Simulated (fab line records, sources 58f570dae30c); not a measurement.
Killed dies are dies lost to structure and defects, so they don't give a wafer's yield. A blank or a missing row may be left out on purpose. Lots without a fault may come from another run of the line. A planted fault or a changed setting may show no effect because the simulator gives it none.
A struck lot beside a sound one | flow berkeley_cmos170 | 15 steps out of a route of 331
Sound: wafers L119.2, L119.3, L119.6. Struck: wafers L124.4, L124.6. The cause comes at the end.
At each step with rows: each side's tool, then ch and its chambers, then its first start. Under that, the readings that differ: sound wafers | struck wafers | difference of the means | sigmas: that difference in standard deviations of wafers without a fault.
alike: readings whose means differ by less than 2 such deviations, and words and numbers that are the same on both sides. not compared: withheld readings, readings that some wafer has no value for, bounds like >300 that may hide the same value, and numbers for which the record gives no deviation and whose values overlap.
The two part at a step that has a row with sigmas, a row that says differs or no value, or rows on one side only. Numbers that don't overlap but have no deviation are shown without sigmas and don't part them. A reading that every wafer of one side lacks parts them only if that side has two wafers or more.

first, 3 steps without rows for these wafers: UCB170_V1_EXPOSE_09 (exposes mask VIA1, target cd 700 nm); UCB170_V1_PEB_10; UCB170_V1_DEVELOP_11 (develop time 45 s).
UCB170_V1_CD_MEAS_12: target cd 700 nm.
  sound on cd_sem-01, day 9 18:22; struck on cd_sem-01, day 10 13:16
  reading    | sound             | struck      | difference | sigmas
  cd_nm (nm) | 696.0 696.5 694.8 | 700.6 699.2 | +4.1       | +3
UCB170_V1_OVL_MEAS_13:
  sound on overlay-02, day 9 18:28; struck on overlay-02, day 10 13:20
  alike: V1_OVL
UCB170_V1_ETCH_14: etches SiO2 in CHF3/CF4/Ar, stops on Al, target depth 1250 nm, time 291 s.
  sound on rie_diel-03 ch 2,3, day 9 18:30; struck on rie_diel-01 ch 2,3, day 10 13:22
  alike: drypump_motor_current_A, oes_product_au, throttle_valve_pct
  not compared: rf_hours_counter_h
UCB170_V1_STRIP_15: strips in O2.
  sound on plasma_asher-03 ch 0,1, day 9 18:40; struck on plasma_asher-03 ch 0,1, day 10 13:34
  alike: drypump_motor_current_A, oes_product_au, strip_time_to_endpoint_s
  not compared: rf_hours_counter_h
UCB170_V1_CD_MEAS_90: target cd 700 nm.
  sound on cd_sem-01, day 9 18:50; struck on cd_sem-02, day 10 13:42
  reading    | sound             | struck      | difference | sigmas
  cd_nm (nm) | 695.5 696.4 693.9 | 700.9 699.8 | +5.1       | +3
then, 1 step without rows for these wafers: UCB170_M2_PRE_CLEAN_00 (preclean etch time 60 s).
UCB170_M2_SPUTTER_01: material Al, target thk 900 nm, time 120 s.
  sound on pvd_sputter-02, day 9 19:01; struck on pvd_sputter-03, day 10 13:50
  reading                | sound          | struck    | difference | sigmas
  throttle_valve_pct (%) | 30.5 31.2 30.6 | 28.3 27.8 | -2.7       | -2
  alike: cathode_dc_power_W
UCB170_M2_RS_MEAS_02: measures by four-point-probe.
  sound on film_metro-04, day 9 19:07; struck on film_metro-04, day 10 13:58
  alike: M2_AL_RS
UCB170_M2_THK_MEAS_03: measures by xrf.
  sound on film_metro-04, day 9 19:13; struck on film_metro-04, day 10 14:04
  alike: M2_AL_THK
UCB170_M2_HMDS_04: prime time 60 s.
  sound on litho_track-04 ch 0, day 9 19:18; struck on litho_track-02 ch 0, day 10 14:19
  reading          | sound             | struck        | difference | sigmas
  prime_temp_c (C) | 99.95 99.76 99.89 | 101.09 100.90 | +1.13      | +9
then, 1 step without rows for these wafers: UCB170_M2_COAT_05 (resist thk 900 nm).
UCB170_M3_PROBE_99:
  sound on prober-02, day 10 04:22; struck on prober-01, day 10 22:52
  reading                                | sound                | struck        | difference | sigmas
  model.etest.nwell_pinched.rs_ohm_sq    | 1284 1287 1290       | 1391 1379     | +98        |
  model.etest.nwell.width_nm (nm)        | 2366 2361 2360       | 2452 2446     | +87        |
  model.etest.nwell.rs_ohm_sq            | 856.4 860.8 868.5    | 885.8 878.7   | +20.4      |
  model.etest.field_p_metal.vt_v (V)     | -59.95 -59.86 -59.49 | -64.56 -64.02 | -4.52      |
  model.etest.iso_pplus_pwell.bv_v (V)   | 23.51 23.11 22.76    | 26.2 26.1     | +3.0       |
  model.etest.field_p.vt_v (V)           | -21.76 -21.59 -21.26 | -22.82 -22.84 | -1.29      |
  model.etest.vpnp.gain                  | 11.47 11.43 11.65    | 12.18 12.03   | +0.59      |
  model.etest.diode_pplus_nwell.bv_v (V) | 10.8 10.75 10.74     | 10.22 10.38   | -0.46      |

WHERE THEY PART
First at UCB170_V1_CD_MEAS_12; last, within this record, at UCB170_M2_HMDS_04.

WHY: what the simulator had put in
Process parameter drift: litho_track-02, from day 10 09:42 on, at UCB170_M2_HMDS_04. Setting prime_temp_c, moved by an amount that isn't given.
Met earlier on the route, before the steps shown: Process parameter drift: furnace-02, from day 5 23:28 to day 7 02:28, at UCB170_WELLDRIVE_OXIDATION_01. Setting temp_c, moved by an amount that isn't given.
